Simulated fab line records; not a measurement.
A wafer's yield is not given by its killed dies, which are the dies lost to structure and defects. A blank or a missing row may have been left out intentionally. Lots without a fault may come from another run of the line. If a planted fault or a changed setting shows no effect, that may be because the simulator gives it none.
fab line records	flow berkeley_cmos170
[record] lots = 15	wafers = 45	last_day = 12
route steps=331 shown GATE@131 CONTACT@229 M1@249 V2@307
lots untouched by any fault: they come from a run of this same line in which no faults occurred
start_h: start of the lot's first displayed wafer, in hours after the record's first day	wait_h: hours from the lot's prior step to this one	" unchanged from the row above	L1.1+2: a row that stands for several wafers	- either no value or no given start	* or withheld: withheld	< > ~ a bound
route shown NAME@n: names a module that has steps shown in the file, with the first one's number in the route	usual: mean/standard deviation of fault-free wafers	same: alike in all rows	chamber/n: place in a boat	sites: the reading at each site	_std_site: standard deviation of those values	_edge_site: inner sites' mean taken away from outer sites' mean	radius_mm: how far each site lies from the wafer's centre	mask NAME#n: copy n	behind: the last tool/chamber to shape the wafer	hold: the reason the lot was held/the length of the hold in hours/how it ended	device: the transistor (n, p or np) that didn't switch	end of line: at the end of the route, the tests of the same wafers	for a step that has no rows: nothing shown but its recipe	killed: dies lost to structure and defects at the first sort, not the wafer's yield	map: a wafer's dies, x killed, . not, _ none there
set.NAME: the setting that was run; set.NAME@STEP: the one run at that earlier step	model.NAME: the simulator's own value behind a step, which no gauge read
one table for each step of the route and one row for each wafer, over a sample of lots
services: a tool's chamber out of use, with start hour (start_h, from the record's first day; less than 0 if before it), hours out, and reason
[[steps]]
[step UCB170_GATE_THK_MEAS_05]
[recipe] reads = poly-Si_of_GATE_CVD_04
[usual] GATE_POLY_THK = 214.5/1.8
lot.wafer	tool	chamber	start_h	wait_h	GATE_POLY_THK[nm]
L321.1	film_metro-01	-	142.32	0.0	215.3
L321.2	"	-	"	"	213.1
L321.4	"	-	"	"	215.4
L322.1	film_metro-01	-	163.83	0.0	213.5
L322.2	"	-	"	"	216.0
L322.6	"	-	"	"	214.8
L325.1	film_metro-02	-	163.83	0.0	216.2
L325.3	"	-	"	"	215.2
L325.6	"	-	"	"	214.8
L324.1	film_metro-02	-	163.89	0.1	214.9
L324.2	"	-	"	"	215.9
L324.5	"	-	"	"	215.1
L326.2	film_metro-02	-	167.49	0.0	214.4
L326.4	"	-	"	"	215.7
L326.5	"	-	"	"	215.6
L329.1	film_metro-02	-	188.27	0.0	215.2
L329.2	"	-	"	"	214.4
L329.6	"	-	"	"	213.4
L330.2	film_metro-01	-	188.28	0.0	216.9
L330.4	"	-	"	"	215.0
L330.6	"	-	"	"	217.0
L334.2	film_metro-02	-	200.68	0.0	213.6
L334.4	"	-	"	"	211.7
L334.5	"	-	"	"	211.9
L332.2	film_metro-02	-	200.74	0.1	210.9
L332.5	"	-	"	"	212.5
L332.6	"	-	"	"	214.1
L336.2	film_metro-01	-	212.89	0.0	214.9
L336.3	"	-	"	"	214.8
L336.4	"	-	"	"	213.6
L335.3	film_metro-02	-	212.90	0.0	216.4
L335.4	"	-	"	"	214.7
L335.6	"	-	"	"	215.2
L339.3	film_metro-02	-	224.81	0.0	213.4
L339.4	"	-	"	"	216.3
L339.6	"	-	"	"	215.3
L340.3	film_metro-04	-	224.87	0.1	215.9
L340.4	"	-	"	"	218.7
L340.6	"	-	"	"	216.9
L341.1	film_metro-01	-	240.43	0.0	214.5
L341.4	"	-	"	"	215.5
L341.6	"	-	"	"	216.2
L344.3	film_metro-04	-	253.37	0.0	212.2
L344.4	"	-	"	"	211.0
L344.6	"	-	"	"	210.7
[step UCB170_CONTACT_PEB_13]
[recipe] peb_temp_c = 130	peb_time_s = withheld	resist = KrF
lot.wafer	tool	chamber	start_h	wait_h
L321.1+2+4	litho_track-01	0	162.55	0.1
L322.1+2+6	litho_track-03	0	184.89	0.1
L325.1+3+6	litho_track-01	0	185.47	0.1
L324.1+2+5	litho_track-01	0	187.03	0.4
L326.2+4+5	litho_track-04	0	189.91	0.6
L330.2+4+6	litho_track-03	0	212.93	0.1
L329.1+2+6	litho_track-03	0	214.80	0.3
L332.2+5+6	litho_track-04	0	227	-
L334.2+4+5	litho_track-01	0	227	-
L335.3+4+6	litho_track-04	0	235.91	0.1
L336.2+3+4	litho_track-04	0	236.21	0.1
L340.3+4+6	litho_track-03	0	252.71	0.1
L339.3+4+6	litho_track-01	0	252.96	0.1
L341.1+4+6	litho_track-01	0	264.20	0.4
L344.3+4+6	litho_track-03	0	277.67	0.4
[step UCB170_CONTACT_CD_MEAS_15]
[recipe] target_cd_nm = 700
[usual] cd_nm = 700.2/1.4
lot.wafer	tool	chamber	start_h	wait_h	cd_nm
L321.1	cd_sem-02	-	162.88	-	699.6
L321.2	"	-	"	"	701.2
L321.4	"	-	"	"	699.5
L322.1	cd_sem-02	-	185.17	-	702.9
L322.2	"	-	"	"	701.5
L322.6	"	-	"	"	701.9
L325.1	cd_sem-02	-	185.74	-	697.4
L325.3	"	-	"	"	698.9
L325.6	"	-	"	"	697.6
L324.1	cd_sem-02	-	187.30	-	702.2
L324.2	"	-	"	"	700.3
L324.5	"	-	"	"	701.6
L326.2	cd_sem-02	-	190.18	-	700.4
L326.4	"	-	"	"	700.2
L326.5	"	-	"	"	700.2
L330.2	cd_sem-01	-	213.20	-	700.1
L330.4	"	-	"	"	700.4
L330.6	"	-	"	"	701.5
L329.1	cd_sem-02	-	215.08	-	699.4
L329.2	"	-	"	"	700.2
L329.6	"	-	"	"	699.9
L332.2	cd_sem-02	-	227.99	-	713.2
L332.5	"	-	"	"	713.1
L332.6	"	-	"	"	712.6
L334.2	cd_sem-02	-	228.23	-	699.7
L334.4	"	-	"	"	701.1
L334.5	"	-	"	"	699.7
L335.3	cd_sem-02	-	236.18	-	713.4
L335.4	"	-	"	"	713.0
L335.6	"	-	"	"	712.9
L336.2	cd_sem-01	-	236.48	-	713.2
L336.3	"	-	"	"	713.1
L336.4	"	-	"	"	714.0
L340.3	cd_sem-01	-	252.98	-	699.2
L340.4	"	-	"	"	698.2
L340.6	"	-	"	"	698.5
L339.3	cd_sem-01	-	253.22	-	700.3
L339.4	"	-	"	"	699.9
L339.6	"	-	"	"	699.7
L341.1	cd_sem-01	-	264.47	-	701.8
L341.4	"	-	"	"	700.3
L341.6	"	-	"	"	703.4
L344.3	cd_sem-01	-	277.93	-	702.1
L344.4	"	-	"	"	702.3
L344.6	"	-	"	"	700.9
[step UCB170_M1_ETCH_11]
[recipe] chemistry = N2/H2	target_depth_a = withheld	overetch_a = withheld	target = BARC	time_s = withheld	source_w = 500	bias_w = 100	pressure_mtorr = 30	n2_flow_sccm = 100	h2_flow_sccm = 200
[usual] drypump_motor_current_A = 5.3/0.42	oes_product_au = 0.999/0.026	throttle_valve_pct = 13.31/0.11
lot.wafer	tool	chamber	start_h	wait_h	drypump_motor_current_A	oes_product_au	throttle_valve_pct
L321.1	rie_diel-02	2	166.95	0.0	5.5	1.006	13.42
L321.2	"	3	"	"	5.3	1.031	13.33
L321.4	"	2	"	"	5.5	1.011	13.41
L322.1	rie_diel-02	0	187.46	0.0	4.8	1.004	13.18
L322.2	"	3	"	"	5.3	1.041	13.33
L322.6	"	2	"	"	5.5	1.020	13.43
L325.1	rie_diel-03	3	187.70	0.0	5.9	0.988	13.22
L325.3	"	2	"	"	6.3	0.991	13.22
L325.6	"	1	"	"	5.4	1.002	13.14
L324.1	rie_diel-02	0	189.94	0.0	4.8	1.014	13.17
L324.2	"	3	"	"	5.3	1.035	13.34
L324.5	"	3	"	"	5.3	1.043	13.33
L326.2	rie_diel-01	1	192.24	0.0	5.7	0.985	13.34
L326.4	"	2	"	"	4.9	0.986	13.51
L326.5	"	2	"	"	4.9	0.991	13.52
L330.2	rie_diel-02	3	215.65	0.0	5.3	1.027	13.33
L330.4	"	2	"	"	5.5	1.005	13.42
L330.6	"	2	"	"	5.4	1.002	13.41
L329.1	rie_diel-01	1	217.23	0.0	5.7	1.000	13.34
L329.2	"	2	"	"	4.9	0.997	13.51
L329.6	"	0	"	"	5.3	1.009	13.20
L332.2	rie_diel-02	2	231.59	0.0	5.4	1.010	13.42
L332.5	"	0	"	"	4.8	1.010	13.18
L332.6	"	3	"	"	5.3	1.040	13.35
L334.2	rie_diel-01	1	231.80	0.0	5.7	1.001	13.35
L334.4	"	0	"	"	5.3	1.042	13.24
L334.5	"	2	"	"	4.9	1.011	13.51
L335.3	rie_diel-01	2	239.17	0.0	4.9	0.987	13.52
L335.4	"	0	"	"	5.3	1.016	13.21
L335.6	"	2	"	"	4.9	0.989	13.51
L336.2	rie_diel-03	2	239.23	0.0	6.3	1.021	13.22
L336.3	"	1	"	"	5.4	1.013	13.17
L336.4	"	3	"	"	6.0	0.991	13.22
L340.3	rie_diel-03	3	255.83	0.0	5.9	0.995	13.23
L340.4	"	1	"	"	5.4	1.006	13.14
L340.6	"	3	"	"	5.8	0.984	13.23
L339.3	rie_diel-02	0	255.84	0.0	4.8	0.998	13.15
L339.4	"	1	"	"	5.0	0.949	13.42
L339.6	"	2	"	"	5.5	1.011	13.44
L341.1	rie_diel-01	0	269.36	0.0	5.3	1.012	13.21
L341.4	"	1	"	"	5.7	0.984	13.35
L341.6	"	2	"	"	4.9	0.992	13.51
L344.3	rie_diel-03	1	280.37	0.0	5.4	0.994	13.15
L344.4	"	2	"	"	6.3	1.003	13.24
L344.6	"	3	"	"	5.9	0.980	13.20
[step UCB170_V2_STRIP_15]
[recipe] chemistry = O2	power_w = 400	pressure_mtorr = 3500	platen_temp_c = withheld	o2_flow_sccm = 400	overash_fraction = 0.5
[usual] drypump_motor_current_A = 5.6/0.37	oes_product_au = 0.722/0.0049	strip_time_to_endpoint_s = 15.40/0.12
lot.wafer	tool	chamber	start_h	wait_h	drypump_motor_current_A	oes_product_au	rf_hours_counter_h	strip_time_to_endpoint_s
L321.1	plasma_asher-04	1	181.45	0.1	6.1	0.722	41	15.61
L321.2	"	0	"	"	6.0	0.720	41	15.27
L321.4	"	1	"	"	6.1	0.719	-	15.49
L322.1	plasma_asher-03	1	197.91	0.1	5.2	0.715	49	15.43
L322.2	"	0	"	"	5.7	0.725	49	15.26
L322.6	"	1	"	"	5.2	0.725	-	15.43
L325.1	plasma_asher-04	1	199.14	0.1	6.1	0.711	43	15.31
L325.3	"	0	"	"	6.0	0.722	-	15.44
L325.6	"	1	"	"	6.1	0.721	-	15.43
L324.1	plasma_asher-03	0	200.79	0.1	5.7	0.726	49	15.31
L324.2	"	1	"	"	5.2	0.716	49	15.50
L324.5	"	0	"	"	5.7	0.719	-	15.30
L326.2	plasma_asher-03	1	204.00	0.1	5.2	0.719	50	15.46
L326.4	"	0	"	"	5.7	0.714	-	15.50
L326.5	"	1	"	"	5.2	0.717	-	15.44
L330.2	plasma_asher-04	0	229.49	0.1	6.0	0.726	47	15.41
L330.4	"	0	"	"	6.0	0.725	-	15.34
L330.6	"	1	"	"	6.1	0.729	-	15.40
L329.1	plasma_asher-01	0	232.22	0.1	5.7	0.711	15	15.47
L329.2	"	1	"	"	5.1	0.722	15	15.60
L329.6	"	1	"	"	5.1	0.722	-	15.24
L332.2	plasma_asher-04	0	242.76	0.1	6.0	0.720	49	15.36
L332.5	"	0	"	"	6.0	0.722	-	15.41
L332.6	"	1	"	"	6.1	0.717	-	15.59
L334.2	plasma_asher-03	0	243.76	0.1	5.7	0.735	55	15.40
L334.4	"	1	"	"	5.1	0.716	-	15.27
L334.5	"	1	"	"	5.2	0.719	-	15.31
L335.3	plasma_asher-03	1	250.54	0.1	5.2	0.720	-	15.57
L335.4	"	0	"	"	5.7	0.719	-	15.28
L335.6	"	0	"	"	5.7	0.719	-	15.42
L336.2	plasma_asher-03	1	251.41	0.1	5.2	0.725	56	15.39
L336.3	"	0	"	"	5.7	0.729	-	15.41
L336.4	"	1	"	"	5.2	0.731	-	15.59
L340.3	plasma_asher-03	1	268.06	0.1	5.2	0.719	-	15.29
L340.4	"	0	"	"	5.7	0.720	-	15.41
L340.6	"	0	"	"	5.7	0.729	-	15.23
L339.3	plasma_asher-01	0	268.61	0.1	5.7	0.732	-	15.34
L339.4	"	1	"	"	5.1	0.723	-	15.41
L339.6	"	1	"	"	5.1	0.713	-	15.18
L341.1	plasma_asher-01	1	280.31	0.1	5.1	0.720	21	15.59
L341.4	"	1	"	"	5.1	0.723	-	15.41
L341.6	"	1	"	"	5.1	0.721	-	15.66
L344.3	plasma_asher-04	0	291.60	0.1	6.0	0.717	-	15.19
L344.4	"	1	"	"	6.1	0.724	-	15.40
L344.6	"	0	"	"	6.0	0.720	-	15.35
[[services]]
tool	chamber	start_h	hours	kind
rie_diel-02	0	147.48	-	clean
rie_diel-02	0	147.48	36.2	scheduled_down
rie_diel-02	0	147.48	36.2	vent_cycle
rie_diel-03	1	151.38	-	clean
rie_diel-03	1	151.38	17.6	scheduled_down
rie_diel-03	1	151.38	17.6	vent_cycle
plasma_asher-04	-	159.68	0.6	repair
rie_diel-03	1	177.34	4.3	repair
rie_diel-03	-	198.21	4.0	pm
rie_diel-02	-	245.21	0.1	repair
rie_diel-03	1	257.20	2.0	repair
rie_diel-02	0	259.67	11.8	repair
[[key]]
[first_sign] step = UCB170_CONTACT_CD_MEAS_15	reading = cd_nm	direction = up	sigmas = 9.5	usual = 700.2	struck = 713.2	through = control_loop
effect none on later readings
met_at UCB170_CONTACT_PEB_13
struck_lots L332,L335,L336
tester_left_out L332,L335,L336
[loop_trim] step = UCB170_CONTACT_EXPOSE_12	setting = dose	lots = L335
not_acting_at UCB170_GATE_THK_MEAS_05,UCB170_M1_ETCH_11,UCB170_V2_STRIP_15
onset_between 189.91 227
[fault] kind = process_parameter_drift	tool = litho_track-04	chamber = -	onset_h = 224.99	steps = UCB170_CONTACT_PEB_13	channel = peb_time_s	offset = withheld	shape = step	end_h = 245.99	acts_in = *
// tester_left_out: of these lots the tester's yield and bins aren't shown, on N5 and GAA mostly nor the transistor test; their killed dies are dies lost to structure and defects alone, not to doping, threshold or leakage, so they don't give the yield
// loop_trim: a control loop set the setting to another value than it would have without faults
